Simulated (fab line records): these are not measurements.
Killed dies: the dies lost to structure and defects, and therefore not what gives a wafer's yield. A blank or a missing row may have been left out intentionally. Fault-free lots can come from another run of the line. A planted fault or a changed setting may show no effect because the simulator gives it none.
Which tool did it?	flow rit_cmos	14 lots, 42 wafers sampled, at 5 steps of a route of 202

## WHAT THE GAUGES READ, wafer by wafer
RIT_ACTIVE_THK_MEAS_02.
lot	measured	on	ACTIVE_OXIDE_THK (nm)
L611	day 1 13:40	film_metro-01	48.9 49.8 49.7
L612	day 1 17:03	film_metro-03	49.5 49.5 50.1
L614	day 2 03:15	film_metro-01	48.6 49.2 50.1
L615	day 2 08:47	film_metro-01	51.3 50.8 51.4
L617	day 2 19:26	film_metro-01	50.3 51.5 50.2
L619	day 3 04:04	film_metro-01	50.2 50.3 49.3
L620	day 3 09:20	film_metro-01	50.7 50.9 50.8
L621	day 3 14:13	film_metro-04	49.7 49.5 49.2
L623	day 4 01:07	film_metro-04	51.0 51.1 51.3
L627	day 4 20:13	film_metro-04	32.0 31.4 32.0
L628	day 5 01:04	film_metro-03	31.9 31.9 31.3
L632	day 5 21:04	film_metro-01	50.3 50.8 51.8
L633	day 6 04:09	film_metro-04	50.5 49.2 50.0
L634	day 6 07:05	film_metro-04	50.3 49.7 49.3

RIT_NWELL_OVL_MEAS_06.
lot	measured	on	NWELL_OVL (nm)
L611	day 1 22:34	overlay-01	-2.2 -2.4 -3.4
L612	day 2 02:11	overlay-02	1.3 0.4 0.9
L614	day 2 13:08	overlay-01	0.8 0.2 -0.3
L615	day 2 17:47	overlay-01	2.2 1.4 1.7
L617	day 3 03:52	overlay-02	0.9 1.0 0.4
L619	day 3 13:59	overlay-01	-1.6 1.1 0.6
L620	day 3 20:06	overlay-01	2.8 2.2 2.2
L621	day 4 04:57	overlay-01	-2.1 -0.9 -0.2
L623	day 4 09:27	overlay-01	-0.1 2.6 0.2
L627	day 5 05:52	overlay-02	3.6 3.0 2.4
L628	day 5 12:12	overlay-02	1.8 1.0 2.2
L632	day 6 07:52	overlay-01	-2.4 -0.5 -2.5
L633	day 6 12:32	overlay-01	-0.2 1.2 0.9
L634	day 6 16:16	overlay-01	1.3 0.5 -1.5

RIT_PLDD_OVL_MEAS_06.
lot	measured	on	PLDD_OVL (nm)
L611	day 3 00:02	overlay-01	0.3 1.8 0.9
L612	day 3 00:17	overlay-02	-0.9 -1.2 -1.4
L614	day 3 11:40	overlay-02	0.2 -0.6 0.3
L615	day 3 16:41	overlay-01	0.7 0.3 0.0
L617	day 4 04:01	overlay-02	-0.2 -1.8 -0.2
L619	day 4 15:01	overlay-02	0.8 0.6 1.6
L620	day 4 20:47	overlay-01	0.0 0.3 0.9
L621	day 5 05:02	overlay-02	1.8 2.6 2.7
L623	day 5 10:22	overlay-02	0.6 -0.2 -0.3
L627	day 6 04:41	overlay-02	1.3 2.7 1.1
L628	day 6 14:11	overlay-02	0.2 -0.3 1.2
L632	day 7 08:51	overlay-02	0.8 0.3 0.6
L633	day 7 11:43	overlay-01	-0.4 -2.1 -1.9
L634	day 7 17:08	overlay-02	0.5 0.5 1.5

RIT_NSD_OVL_MEAS_06.
lot	measured	on	NSD_OVL (nm)
L611	day 3 03:57	overlay-02	-2.5 -1.2 -1.2
L612	day 3 06:21	overlay-02	-1.0 -0.9 -0.9
L614	day 3 15:42	overlay-01	-1.5 -1.4 -0.3
L615	day 3 21:33	overlay-02	1.3 0.6 -0.3
L617	day 4 07:56	overlay-01	0.9 0.8 0.2
L619	day 4 19:05	overlay-01	1.3 0.9 0.3
L620	day 5 00:50	overlay-02	0.1 1.2 1.9
L621	day 5 09:06	overlay-01	0.2 -1.3 -2.3
L623	day 5 16:04	overlay-01	-2.2 -0.9 0.0
L627	day 6 08:55	overlay-02	-1.5 -2.3 -2.0
L628	day 6 18:13	overlay-02	-0.2 1.2 -0.2
L632	day 7 13:53	overlay-01	1.3 2.2 0.6
L633	day 7 15:49	overlay-02	-0.6 -1.5 -0.3
L634	day 7 21:17	overlay-02	-1.6 -2.2 -2.7

## WHICH TOOL RAN EACH LOT (tool, then ch and the chambers of the sampled wafers, then the start)
lot	RIT_ACTIVE_OXIDATION_01
L611	furnace-04 ch 0, day 1 11:44
L612	furnace-01 ch 0, day 1 15:07
L614	furnace-01 ch 0, day 2 01:18
L615	furnace-03 ch 0, day 2 06:52
L617	furnace-03 ch 0, day 2 17:30
L619	furnace-03 ch 0, day 3 02:07
L620	furnace-03 ch 0, day 3 07:25
L621	furnace-03 ch 0, day 3 12:16
L623	furnace-01 ch 0, day 3 23:10
L627	furnace-01 ch 0, day 4 18:17
L628	furnace-01 ch 0, day 4 23:07
L632	furnace-03 ch 0, day 5 19:07
L633	furnace-03 ch 0, day 6 02:13
L634	furnace-04 ch 0, day 6 05:07
- RIT_ACTIVE_OXIDATION_01: target thk 46.8 nm, ox time 3360 s.

## AS READ BY THE TOOLS THEMSELVES (means over the sampled wafers that have a number; for cases with no such wafer, the mark the record gives instead)
RIT_ACTIVE_OXIDATION_01.
lot	tool	zone_power_source_pct (%)
L611	furnace-04	38.7
L612	furnace-01	35.3
L614	furnace-01	35.4
L615	furnace-03	32.5
L617	furnace-03	32.6
L619	furnace-03	32.4
L620	furnace-03	32.8
L621	furnace-03	32.7
L623	furnace-01	35.6
L627	furnace-01	35.6
L628	furnace-01	35.5
L632	furnace-03	32.6
L633	furnace-03	32.3
L634	furnace-04	38.4

## THE ANSWER, worked out from the rows above alone
Rule: the usual values come from the lots themselves. Put in order of their means at a reading, lots are off if they are a third of the lots or fewer, leave a main group of 4 or more, and stand apart from it by a gap of 3 or more times the standard deviation of the main group's means; of several such gaps the widest counts. If all means in a main group match to the digits the tables above print for the reading, that group is not used. Also off: a lot with no number at a reading for which 4 or more lots have one. The other lots that the step has rows for count as sound. After the gauges, taken in route order, come the tools' own readings; for these a lot's mean is taken, as printed above. At the first step where some lot is off, the reading lying furthest off is the one used; lots without a number count as furthest.
Off: L627, L628, at RIT_ACTIVE_THK_MEAS_02 (ACTIVE_OXIDE_THK). The main group: mean 50.2 nm, standard deviation 0.67.
If a tool, at a process step before that reading, ran all the lots that are off and no sound lot after the first of them, it fits. Gauges at RIT_ACTIVE_THK_MEAS_02: tried the same way as those tools. One candidate fits, namely furnace-01 at RIT_ACTIVE_OXIDATION_01. Its last sound lot is L623 (day 3 23:10), its first lot that is off L627 (day 4 18:17): a fault that began between those two fits.

## WHAT THE SIMULATOR PUT IN
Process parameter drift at RIT_ACTIVE_OXIDATION_01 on furnace-01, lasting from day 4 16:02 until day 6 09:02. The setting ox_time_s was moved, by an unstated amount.
Lots struck among those shown: L627, L628. The rule above reached the same finding.
